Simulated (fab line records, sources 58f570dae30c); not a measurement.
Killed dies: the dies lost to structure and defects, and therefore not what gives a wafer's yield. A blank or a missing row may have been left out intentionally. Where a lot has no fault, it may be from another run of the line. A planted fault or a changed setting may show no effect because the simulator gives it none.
The tool behind it: which one? || flow berkeley_cmos170 || Sampling: 14 lots, 42 wafers, 5 of 331 route steps

WHAT THE GAUGES READ, wafer by wafer
UCB170_PLDD_OVL_MEAS_07. Usual: for PLDD_OVL the level is 0 nm and the standard deviation is 4.9.
{"lot": "L947", "measured": "day 6 00:13", "on": "overlay-02", "PLDD_OVL (nm)": "0 2 9", "flag": ""}
{"lot": "L949", "measured": "day 6 02:50", "on": "overlay-02", "PLDD_OVL (nm)": "-4 0 -2", "flag": ""}
{"lot": "L948", "measured": "day 6 02:56", "on": "overlay-01", "PLDD_OVL (nm)": "2 -5 5", "flag": ""}
{"lot": "L950", "measured": "day 6 14:21", "on": "overlay-02", "PLDD_OVL (nm)": "-3 1 1", "flag": ""}
{"lot": "L952", "measured": "day 6 14:56", "on": "overlay-02", "PLDD_OVL (nm)": "6 -1 2", "flag": ""}
{"lot": "L953", "measured": "day 7 06:45", "on": "overlay-01", "PLDD_OVL (nm)": "4 -2 1", "flag": ""}
{"lot": "L957", "measured": "day 8 02:43", "on": "overlay-01", "PLDD_OVL (nm)": "6 3 12", "flag": ""}
{"lot": "L960", "measured": "day 8 16:48", "on": "overlay-02", "PLDD_OVL (nm)": "-2 2 -10", "flag": ""}
{"lot": "L963", "measured": "day 9 12:55", "on": "overlay-02", "PLDD_OVL (nm)": "2 -4 0", "flag": ""}
{"lot": "L964", "measured": "day 9 20:19", "on": "overlay-02", "PLDD_OVL (nm)": "-1 1 -2", "flag": ""}
{"lot": "L965", "measured": "day 10 01:16", "on": "overlay-02", "PLDD_OVL (nm)": "-8 -3 -9", "flag": ""}
{"lot": "L966", "measured": "day 10 01:35", "on": "overlay-01", "PLDD_OVL (nm)": "6 6 5", "flag": ""}
{"lot": "L967", "measured": "day 10 01:49", "on": "overlay-02", "PLDD_OVL (nm)": "-6 -2 -6", "flag": ""}
{"lot": "L969", "measured": "day 11 07:38", "on": "overlay-02", "PLDD_OVL (nm)": "-2 2 6", "flag": ""}

UCB170_NSD_TW_MEAS_10. Usual: for NSD_TW the level is 4206 and the standard deviation is 20.
{"lot": "L947", "measured": "day 6 10:05", "on": "film_metro-03", "NSD_TW": "4226 4225 4220", "flag": ""}
{"lot": "L949", "measured": "day 6 17:44", "on": "film_metro-03", "NSD_TW": "4219 4227 4217", "flag": ""}
{"lot": "L948", "measured": "day 6 17:34", "on": "film_metro-02", "NSD_TW": "4201 4203 4182", "flag": ""}
{"lot": "L950", "measured": "day 7 01:01", "on": "film_metro-01", "NSD_TW": "4203 4217 4195", "flag": ""}
{"lot": "L952", "measured": "day 7 01:18", "on": "film_metro-02", "NSD_TW": "4207 4198 4186", "flag": ""}
{"lot": "L953", "measured": "day 7 17:02", "on": "film_metro-02", "NSD_TW": "4189 4193 4222", "flag": ""}
{"lot": "L957", "measured": "day 8 17:47", "on": "film_metro-03", "NSD_TW": "300 302 293", "flag": "OFF"}
{"lot": "L960", "measured": "day 9 04:05", "on": "film_metro-01", "NSD_TW": "291 286 294", "flag": "OFF"}
{"lot": "L963", "measured": "day 10 03:56", "on": "film_metro-02", "NSD_TW": "4235 4244 4207", "flag": ""}
{"lot": "L964", "measured": "day 10 07:54", "on": "film_metro-01", "NSD_TW": "4176 4202 4181", "flag": ""}
{"lot": "L965", "measured": "day 10 15:39", "on": "film_metro-03", "NSD_TW": "4197 4221 4208", "flag": ""}
{"lot": "L966", "measured": "day 10 16:01", "on": "film_metro-03", "NSD_TW": "4203 4216 4213", "flag": ""}
{"lot": "L967", "measured": "day 10 16:16", "on": "film_metro-02", "NSD_TW": "4215 4220 4200", "flag": ""}
{"lot": "L969", "measured": "day 11 18:28", "on": "film_metro-01", "NSD_TW": "4199 4221 4234", "flag": ""}

EACH LOT AND THE TOOL THAT RAN IT (in order: tool; ch and the chambers of the sampled wafers; start)
{"lot": "L947", "UCB170_PLDD_STRIP_10": "plasma_asher-02 ch 0, day 6 00:34", "UCB170_SPACER_CVD_00": "pecvd-01 ch 0,1,2, day 6 02:53", "UCB170_NSD_DEVELOP_05": "litho_track-02 ch 0, day 6 09:00"}
{"lot": "L949", "UCB170_PLDD_STRIP_10": "plasma_asher-01 ch 0,1, day 6 03:10", "UCB170_SPACER_CVD_00": "pecvd-03 ch 0,1,2, day 6 05:50", "UCB170_NSD_DEVELOP_05": "litho_track-01 ch 0, day 6 17:00"}
{"lot": "L948", "UCB170_PLDD_STRIP_10": "plasma_asher-03 ch 0,1, day 6 03:17", "UCB170_SPACER_CVD_00": "pecvd-04 ch 1,2, day 6 06:33", "UCB170_NSD_DEVELOP_05": "litho_track-02 ch 0, day 6 17:00"}
{"lot": "L950", "UCB170_PLDD_STRIP_10": "plasma_asher-02 ch 0,1, day 6 14:41", "UCB170_SPACER_CVD_00": "pecvd-03 ch 0,1,2, day 6 17:01", "UCB170_NSD_DEVELOP_05": "litho_track-04 ch 0, day 7 00:00"}
{"lot": "L952", "UCB170_PLDD_STRIP_10": "plasma_asher-01 ch 0,1, day 6 15:17", "UCB170_SPACER_CVD_00": "pecvd-03 ch 1,2, day 6 17:42", "UCB170_NSD_DEVELOP_05": "litho_track-04 ch 0, day 7 00:00"}
{"lot": "L953", "UCB170_PLDD_STRIP_10": "plasma_asher-01 ch 0,1, day 7 07:05", "UCB170_SPACER_CVD_00": "pecvd-04 ch 0,2, day 7 10:10", "UCB170_NSD_DEVELOP_05": "litho_track-02 ch 0, day 7 16:00"}
{"lot": "L957", "UCB170_PLDD_STRIP_10": "plasma_asher-01 ch 0,1, day 8 03:03", "UCB170_SPACER_CVD_00": "pecvd-01 ch 0,1, day 8 05:49", "UCB170_NSD_DEVELOP_05": "litho_track-04 ch 0, day 8 17:00"}
{"lot": "L960", "UCB170_PLDD_STRIP_10": "plasma_asher-03 ch 0,1, day 8 17:08", "UCB170_SPACER_CVD_00": "pecvd-01 ch 0,1,2, day 8 19:43", "UCB170_NSD_DEVELOP_05": "litho_track-04 ch 0, day 9 03:00"}
{"lot": "L963", "UCB170_PLDD_STRIP_10": "plasma_asher-03 ch 0,1, day 9 13:17", "UCB170_SPACER_CVD_00": "pecvd-01 ch 0,2, day 9 15:26", "UCB170_NSD_DEVELOP_05": "litho_track-02 ch 0, day 10 03:00"}
{"lot": "L964", "UCB170_PLDD_STRIP_10": "plasma_asher-01 ch 0,1, day 9 20:40", "UCB170_SPACER_CVD_00": "pecvd-01 ch 1,2, day 9 22:55", "UCB170_NSD_DEVELOP_05": "litho_track-01 ch 0, day 10 07:00"}
{"lot": "L965", "UCB170_PLDD_STRIP_10": "plasma_asher-02 ch 0,1, day 10 01:36", "UCB170_SPACER_CVD_00": "pecvd-01 ch 0,1,2, day 10 03:46", "UCB170_NSD_DEVELOP_05": "litho_track-01 ch 0, day 10 15:00"}
{"lot": "L966", "UCB170_PLDD_STRIP_10": "plasma_asher-01 ch 0,1, day 10 01:57", "UCB170_SPACER_CVD_00": "pecvd-03 ch 0,2, day 10 04:02", "UCB170_NSD_DEVELOP_05": "litho_track-02 ch 0, day 10 15:00"}
{"lot": "L967", "UCB170_PLDD_STRIP_10": "plasma_asher-02 ch 0,1, day 10 02:10", "UCB170_SPACER_CVD_00": "pecvd-04 ch 0,1, day 10 04:21", "UCB170_NSD_DEVELOP_05": "litho_track-02 ch 0, day 10 15:00"}
{"lot": "L969", "UCB170_PLDD_STRIP_10": "plasma_asher-02 ch 0, day 11 07:59", "UCB170_SPACER_CVD_00": "pecvd-04 ch 0,1, day 11 10:08", "UCB170_NSD_DEVELOP_05": "litho_track-02 ch 0, day 11 17:00"}
- UCB170_PLDD_STRIP_10: strips in O2.
- UCB170_SPACER_CVD_00: deposits SiO2 from TEOS/O2, target thk 376 nm, time 47 s.
- UCB170_NSD_DEVELOP_05: develop time 45 s.

WHAT THE TOOLS THEMSELVES READ (means of the sampled wafers that have a number; where no wafer has one, the mark that the record gives instead)
UCB170_PLDD_STRIP_10. Usual: drypump_motor_current_A 5.5 A, standard deviation 0.48; oes_product_au 0.734 a.u., standard deviation 0.0046; strip_time_to_endpoint_s 21.61 s, standard deviation 0.067.
{"lot": "L947", "tool": "plasma_asher-02", "drypump_motor_current_A (A)": 5.9, "oes_product_au (a.u.)": 0.731, "strip_time_to_endpoint_s (s)": 21.66, "flag": ""}
{"lot": "L949", "tool": "plasma_asher-01", "drypump_motor_current_A (A)": 5.7, "oes_product_au (a.u.)": 0.731, "strip_time_to_endpoint_s (s)": 21.62, "flag": ""}
{"lot": "L948", "tool": "plasma_asher-03", "drypump_motor_current_A (A)": 5.7, "oes_product_au (a.u.)": 0.733, "strip_time_to_endpoint_s (s)": 21.76, "flag": ""}
{"lot": "L950", "tool": "plasma_asher-02", "drypump_motor_current_A (A)": 5.0, "oes_product_au (a.u.)": 0.737, "strip_time_to_endpoint_s (s)": 21.60, "flag": ""}
{"lot": "L952", "tool": "plasma_asher-01", "drypump_motor_current_A (A)": 5.7, "oes_product_au (a.u.)": 0.737, "strip_time_to_endpoint_s (s)": 21.55, "flag": ""}
{"lot": "L953", "tool": "plasma_asher-01", "drypump_motor_current_A (A)": 5.8, "oes_product_au (a.u.)": 0.738, "strip_time_to_endpoint_s (s)": 21.62, "flag": ""}
{"lot": "L957", "tool": "plasma_asher-01", "drypump_motor_current_A (A)": 5.8, "oes_product_au (a.u.)": 0.733, "strip_time_to_endpoint_s (s)": 21.63, "flag": ""}
{"lot": "L960", "tool": "plasma_asher-03", "drypump_motor_current_A (A)": 5.7, "oes_product_au (a.u.)": 0.730, "strip_time_to_endpoint_s (s)": 21.74, "flag": ""}
{"lot": "L963", "tool": "plasma_asher-03", "drypump_motor_current_A (A)": 5.7, "oes_product_au (a.u.)": 0.735, "strip_time_to_endpoint_s (s)": 21.59, "flag": ""}
{"lot": "L964", "tool": "plasma_asher-01", "drypump_motor_current_A (A)": 5.7, "oes_product_au (a.u.)": 0.735, "strip_time_to_endpoint_s (s)": 21.63, "flag": ""}
{"lot": "L965", "tool": "plasma_asher-02", "drypump_motor_current_A (A)": 5.5, "oes_product_au (a.u.)": 0.734, "strip_time_to_endpoint_s (s)": 21.52, "flag": ""}
{"lot": "L966", "tool": "plasma_asher-01", "drypump_motor_current_A (A)": 5.8, "oes_product_au (a.u.)": 0.734, "strip_time_to_endpoint_s (s)": 21.60, "flag": ""}
{"lot": "L967", "tool": "plasma_asher-02", "drypump_motor_current_A (A)": 5.0, "oes_product_au (a.u.)": 0.735, "strip_time_to_endpoint_s (s)": 21.55, "flag": ""}
{"lot": "L969", "tool": "plasma_asher-02", "drypump_motor_current_A (A)": 5.9, "oes_product_au (a.u.)": 0.738, "strip_time_to_endpoint_s (s)": 21.68, "flag": ""}

UCB170_SPACER_CVD_00. Usual: 242 W for heater_power_w, sd 40.
{"lot": "L947", "tool": "pecvd-01", "heater_power_w (W)": 293, "flag": ""}
{"lot": "L949", "tool": "pecvd-03", "heater_power_w (W)": 246, "flag": ""}
{"lot": "L948", "tool": "pecvd-04", "heater_power_w (W)": 235, "flag": ""}
{"lot": "L950", "tool": "pecvd-03", "heater_power_w (W)": 219, "flag": ""}
{"lot": "L952", "tool": "pecvd-03", "heater_power_w (W)": 225, "flag": ""}
{"lot": "L953", "tool": "pecvd-04", "heater_power_w (W)": 248, "flag": ""}
{"lot": "L957", "tool": "pecvd-01", "heater_power_w (W)": 235, "flag": ""}
{"lot": "L960", "tool": "pecvd-01", "heater_power_w (W)": 249, "flag": ""}
{"lot": "L963", "tool": "pecvd-01", "heater_power_w (W)": 279, "flag": ""}
{"lot": "L964", "tool": "pecvd-01", "heater_power_w (W)": 256, "flag": ""}
{"lot": "L965", "tool": "pecvd-01", "heater_power_w (W)": 274, "flag": ""}
{"lot": "L966", "tool": "pecvd-03", "heater_power_w (W)": 197, "flag": ""}
{"lot": "L967", "tool": "pecvd-04", "heater_power_w (W)": 202, "flag": ""}
{"lot": "L969", "tool": "pecvd-04", "heater_power_w (W)": 220, "flag": ""}

UCB170_NSD_DEVELOP_05. Usual: chill_plate_temp_C 23.03 C, standard deviation 0.11; developer_temp_C 20.97 C, standard deviation 0.11; exhaust_pa 45.0 Pa, standard deviation 1.
{"lot": "L947", "tool": "litho_track-02", "chill_plate_temp_C (C)": 23.09, "developer_temp_C (C)": 20.92, "exhaust_pa (Pa)": 44.7, "flag": ""}
{"lot": "L949", "tool": "litho_track-01", "chill_plate_temp_C (C)": 23.03, "developer_temp_C (C)": 20.97, "exhaust_pa (Pa)": 45.2, "flag": ""}
{"lot": "L948", "tool": "litho_track-02", "chill_plate_temp_C (C)": 22.97, "developer_temp_C (C)": 20.89, "exhaust_pa (Pa)": 44.5, "flag": ""}
{"lot": "L950", "tool": "litho_track-04", "chill_plate_temp_C (C)": 23.14, "developer_temp_C (C)": 20.91, "exhaust_pa (Pa)": 46.3, "flag": ""}
{"lot": "L952", "tool": "litho_track-04", "chill_plate_temp_C (C)": 22.94, "developer_temp_C (C)": 20.95, "exhaust_pa (Pa)": 44.8, "flag": ""}
{"lot": "L953", "tool": "litho_track-02", "chill_plate_temp_C (C)": 23.20, "developer_temp_C (C)": 21.03, "exhaust_pa (Pa)": 44.7, "flag": ""}
{"lot": "L957", "tool": "litho_track-04", "chill_plate_temp_C (C)": 23.02, "developer_temp_C (C)": 21.10, "exhaust_pa (Pa)": 45.2, "flag": ""}
{"lot": "L960", "tool": "litho_track-04", "chill_plate_temp_C (C)": 22.92, "developer_temp_C (C)": 21.03, "exhaust_pa (Pa)": 43.5, "flag": ""}
{"lot": "L963", "tool": "litho_track-02", "chill_plate_temp_C (C)": 23.02, "developer_temp_C (C)": 20.96, "exhaust_pa (Pa)": 46.7, "flag": ""}
{"lot": "L964", "tool": "litho_track-01", "chill_plate_temp_C (C)": 23.04, "developer_temp_C (C)": 20.86, "exhaust_pa (Pa)": 45.0, "flag": ""}
{"lot": "L965", "tool": "litho_track-01", "chill_plate_temp_C (C)": 22.94, "developer_temp_C (C)": 20.96, "exhaust_pa (Pa)": 44.4, "flag": ""}
{"lot": "L966", "tool": "litho_track-02", "chill_plate_temp_C (C)": 23.05, "developer_temp_C (C)": 21.02, "exhaust_pa (Pa)": 45.7, "flag": ""}
{"lot": "L967", "tool": "litho_track-02", "chill_plate_temp_C (C)": 23.11, "developer_temp_C (C)": 20.85, "exhaust_pa (Pa)": 44.6, "flag": ""}
{"lot": "L969", "tool": "litho_track-02", "chill_plate_temp_C (C)": 22.82, "developer_temp_C (C)": 21.12, "exhaust_pa (Pa)": 45.6, "flag": ""}

THE ANSWER, worked out from the rows above alone
Rule: lot off if the mean of its wafers having a number is beyond 3 standard deviations from the usual mean. A lot without any number at a reading at which 4 lots or more have one is off too. Any other lot the step has rows for is counted as sound. Order of review: gauges by route order, followed by the tools' own readings, for which a lot's mean as printed above is used. The first step at which some lot is off is used, and at that step the reading that is off furthest; a lot without a number counts as furthest.
Off: at UCB170_NSD_TW_MEAS_10 (NSD_TW), L957, L960.
If a tool, at a process step before that reading, ran all the lots that are off and no sound lot after the first of them, it fits. The gauges at UCB170_NSD_TW_MEAS_10 are tried like those tools. One fits: litho_track-04 at UCB170_NSD_DEVELOP_05. Its last sound lot is L950 (day 7 00:00), its first lot that is off L957 (day 8 17:00): a fault that began between those two fits.

WHAT THE SIMULATOR HAD PUT IN
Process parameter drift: litho_track-04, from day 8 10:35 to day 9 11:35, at UCB170_NSD_DEVELOP_05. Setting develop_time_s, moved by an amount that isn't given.
Lots struck among those shown: L957, L960. The rule above reached the same finding.
